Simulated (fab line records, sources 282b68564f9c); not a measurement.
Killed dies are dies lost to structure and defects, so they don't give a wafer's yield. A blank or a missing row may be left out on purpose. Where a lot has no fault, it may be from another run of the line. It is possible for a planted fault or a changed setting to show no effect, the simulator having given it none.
Which tool did it?    flow ritCmos    13 lots, 39 wafers sampled, at 5 steps of a route of 202

WHAT EACH GAUGE READ, for each wafer
RIT_FOX1_THK_MEAS_01.
lot   measured     on            FOX1_OXIDE_THK (nm)
L381  day 1 19:31  filmMetro-03  348 349 349
L382  day 1 23:38  filmMetro-03  348 350 338
L384  day 2 09:02  filmMetro-02  340 336 340
L385  day 2 15:55  filmMetro-03  348 347 348
L387  day 3 01:26  filmMetro-02  345 344 347
L388  day 3 05:34  filmMetro-02  346 344 343
L398  day 5 09:14  filmMetro-02  341 339 340
L399  day 5 12:53  filmMetro-02  336 332 333
L400  day 5 16:43  filmMetro-03  329 334 331
L401  day 5 23:34  filmMetro-01  337 336 337
L402  day 6 03:41  filmMetro-02  343 343 342
L403  day 6 08:25  filmMetro-02  340 337 339
L404  day 6 14:18  filmMetro-02  341 341 339

RIT_SILICIDE_RS_MEAS_02: measurement is done with a four-point probe.
lot   measured     on            SILICIDE_TI_RS (ohm/sq)
L381  day 3 04:26  filmMetro-04  49.0 49.7 49.3
L382  day 3 11:14  filmMetro-03  49.8 49.8 49.2
L384  day 3 21:28  filmMetro-02  50.5 51.1 51.1
L385  day 4 03:01  filmMetro-02  49.1 49.4 49.2
L387  day 4 13:44  filmMetro-04  50.3 49.9 49.4
L388  day 4 17:04  filmMetro-02  50.3 169.5 49.7
L398  day 6 20:44  filmMetro-03  50.0 49.3 48.9
L399  day 7 00:47  filmMetro-03  48.2 48.1 48.4
L400  day 7 07:18  filmMetro-03  49.7 50.2 49.5
L401  day 7 10:05  filmMetro-03  50.6 49.8 49.9
L402  day 7 13:20  filmMetro-02  49.3 49.5 49.4
L403  day 7 20:51  filmMetro-02  49.4 49.6 49.6
L404  day 7 23:29  filmMetro-04  48.8 48.6 48.6

RIT_SILICIDE_THK_MEAS_03: measures by xrf.
lot   measured     on            SILICIDE_TI_THK (nm)
L381  day 3 04:33  filmMetro-04  29.6 29.2 29.5
L382  day 3 11:21  filmMetro-03  29.1 29.0 29.4
L384  day 3 21:34  filmMetro-02  28.8 28.5 28.6
L385  day 4 03:08  filmMetro-02  29.2 29.2 29.3
L387  day 4 13:51  filmMetro-04  29.1 29.1 29.4
L388  day 4 17:11  filmMetro-02  28.8 11.3 29.0
L398  day 6 20:52  filmMetro-03  28.9 29.1 29.4
L399  day 7 00:55  filmMetro-03  30.0 29.9 29.8
L400  day 7 07:25  filmMetro-03  29.1 29.0 29.1
L401  day 7 10:13  filmMetro-03  28.8 29.0 29.0
L402  day 7 13:27  filmMetro-02  29.4 29.5 29.3
L403  day 7 20:58  filmMetro-02  29.4 29.1 29.2
L404  day 7 23:35  filmMetro-04  29.6 29.7 29.9

EACH LOT AND THE TOOL THAT RAN IT (in order: tool; ch and the chambers of the sampled wafers; start)
lot   RIT_NWELL_STRIP_09                  RIT_SILICIDE_SPUTTER_01
L381  plasmaAsher-03 ch 0,1, day 1 23:23  pvdSputter-03, day 3 04:17
L382  plasmaAsher-01 ch 0, day 2 03:22    pvdSputter-03, day 3 11:04
L384  plasmaAsher-02 ch 0,1, day 2 12:54  pvdSputter-03, day 3 21:16
L385  plasmaAsher-03 ch 1, day 2 20:22    pvdSputter-01, day 4 02:52
L387  plasmaAsher-03 ch 0,1, day 3 05:54  pvdSputter-01, day 4 13:35
L388  plasmaAsher-01 ch 0,1, day 3 09:22  pvdSputter-03, day 4 16:55
L398  plasmaAsher-01 ch 0,1, day 5 13:32  pvdSputter-02, day 6 20:35
L399  plasmaAsher-01 ch 0,1, day 5 16:42  pvdSputter-02, day 7 00:38
L400  plasmaAsher-01 ch 0,1, day 5 22:20  pvdSputter-01, day 7 07:08
L401  plasmaAsher-01 ch 0,1, day 6 03:58  pvdSputter-03, day 7 09:56
L402  plasmaAsher-03 ch 0,1, day 6 07:26  pvdSputter-01, day 7 13:11
L403  plasmaAsher-03 ch 0,1, day 6 12:20  pvdSputter-03, day 7 20:42
L404  plasmaAsher-01 ch 0,1, day 6 18:53  pvdSputter-02, day 7 23:17
- RIT_NWELL_STRIP_09: strips in O2, time 180 s.
- RIT_SILICIDE_SPUTTER_01: material Ti, target thk 30 nm, time 240 s.

AS READ BY THE TOOLS THEMSELVES (means over the sampled wafers that have a number; for cases with no such wafer, the mark the record gives instead)
RIT_NWELL_STRIP_09.
lot   tool            drypumpMotorCurrentA (A)
L381  plasmaAsher-03  6.09
L382  plasmaAsher-01  5.66
L384  plasmaAsher-02  5.66
L385  plasmaAsher-03  6.08
L387  plasmaAsher-03  6.12
L388  plasmaAsher-01  5.68
L398  plasmaAsher-01  5.72
L399  plasmaAsher-01  5.71
L400  plasmaAsher-01  5.69
L401  plasmaAsher-01  5.69
L402  plasmaAsher-03  6.11
L403  plasmaAsher-03  6.10
L404  plasmaAsher-01  5.69

RIT_SILICIDE_SPUTTER_01.
lot   tool           chamberPressurePa (Pa)  throttleValvePct (%)
L381  pvdSputter-03  0.6671                  29.5
L382  pvdSputter-03  0.6674                  29.7
L384  pvdSputter-03  0.6666                  30.6
L385  pvdSputter-01  0.6653                  29.8
L387  pvdSputter-01  0.6675                  29.5
L388  pvdSputter-03  0.6657                  30.5
L398  pvdSputter-02  0.6667                  30.6
L399  pvdSputter-02  0.6663                  31.3
L400  pvdSputter-01  0.6667                  29.2
L401  pvdSputter-03  0.6676                  29.5
L402  pvdSputter-01  0.6664                  29.8
L403  pvdSputter-03  0.6666                  30.5
L404  pvdSputter-02  0.6677                  30.4

THE ANSWER, worked out from the rows above alone
Rule: usual is defined by the lots themselves. The widest of any qualifying gaps counts: lots, ordered by their means at a reading, are off when they make up no more than a third of the lots, leave a main group of 4 or more, and stand apart from it by 3 or more times the standard deviation of that group's means. The tables above print the reading to a certain number of digits; a main group whose means all agree to those digits is not used. Also off: a lot with no number at a reading for which 4 or more lots have one. The other lots that the step has rows for count as sound. First the gauges in route order, then the tools' own readings, where a lot's mean is used as printed above. At the first step where some lot is off, the reading lying furthest off is the one used; lots without a number count as furthest.
Off: L388, seen at RIT_SILICIDE_RS_MEAS_02 (SILICIDE_TI_RS). For the main group the mean is 49.5 ohm/sq and the standard deviation 0.64.
If a tool, at a process step before that reading, ran all the lots that are off and no sound lot after the first of them, it fits. The gauges at RIT_SILICIDE_RS_MEAS_02 are tried like those tools. None of those tried fits.

WHAT THE SIMULATOR PUT IN
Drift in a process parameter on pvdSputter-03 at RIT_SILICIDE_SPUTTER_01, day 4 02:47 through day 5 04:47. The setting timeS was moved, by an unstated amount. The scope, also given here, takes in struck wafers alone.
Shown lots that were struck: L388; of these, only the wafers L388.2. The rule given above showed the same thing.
